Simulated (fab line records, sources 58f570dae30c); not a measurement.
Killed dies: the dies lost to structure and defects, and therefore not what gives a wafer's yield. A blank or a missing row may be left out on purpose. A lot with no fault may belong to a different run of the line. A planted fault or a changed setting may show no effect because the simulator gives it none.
The tool behind it: which one? -- flow berkeley_cmos170 -- 7 lots with 21 wafers sampled at 3 steps, on a route of 331 steps

WHAT THE GAUGES READ, wafer by wafer
UCB170_NSD_TW_MEAS_10.
lot,measured,on,NSD_TW
L784,day 8 16:03,film_metro-01,4151 4151 4149
L783,day 8 16:25,film_metro-01,4183 4157 4144
L786,day 9 10:09,film_metro-01,4132 4127 4136
L791,day 10 05:39,film_metro-01,30 30 30
L797,day 10 22:46,film_metro-01,4149 4124 4156
L799,day 11 15:36,film_metro-03,4178 4181 4166
L801,day 12 04:49,film_metro-03,4175 4143 4161

TOOL THAT RAN EACH LOT (tool first, then ch and the chambers of the sampled wafers, then the start)
lot,UCB170_NSD_IMPLANT_08,UCB170_NSD_STRIP_09
L784,"implanter-02 ch 0, day 8 15:48","plasma_asher-04 ch 1, day 8 15:57"
L783,"implanter-04 ch 0, day 8 16:10","plasma_asher-01 ch 0,1, day 8 16:19"
L786,"implanter-03 ch 0, day 9 09:55","plasma_asher-03 ch 0, day 9 10:02"
L791,"implanter-02, day 10 05:25","plasma_asher-03 ch 0,1, day 10 05:32"
L797,"implanter-04 ch 0, day 10 22:32","plasma_asher-04 ch 0,1, day 10 22:40"
L799,"implanter-02 ch 0, day 11 15:21","plasma_asher-04 ch 0, day 11 15:30"
L801,"implanter-03 ch 0, day 12 04:34","plasma_asher-03 ch 0,1, day 12 04:43"
- UCB170_NSD_IMPLANT_08
- UCB170_NSD_STRIP_09: strips in O2.

THE ANSWER, worked out from the rows above alone
Rule: usual is defined by the lots themselves. The widest of any qualifying gaps counts: lots, ordered by their means at a reading, are off when they make up no more than a third of the lots, leave a main group of 4 or more, and stand apart from it by 3 or more times the standard deviation of that group's means. The tables above print the reading to a certain number of digits; a main group whose means all agree to those digits is not used. A lot without any number at a reading at which 4 lots or more have one is off too. The other lots that the step has rows for count as sound.
Off: at UCB170_NSD_TW_MEAS_10 (NSD_TW), L791. For the main group the mean is 4154 and the standard deviation 14.
If a tool, at a process step before that reading, ran all the lots that are off and no sound lot after the first of them, it fits. The gauges at UCB170_NSD_TW_MEAS_10 are tried like those tools. No candidate that was tried fits.

WHAT THE SIMULATOR PUT IN
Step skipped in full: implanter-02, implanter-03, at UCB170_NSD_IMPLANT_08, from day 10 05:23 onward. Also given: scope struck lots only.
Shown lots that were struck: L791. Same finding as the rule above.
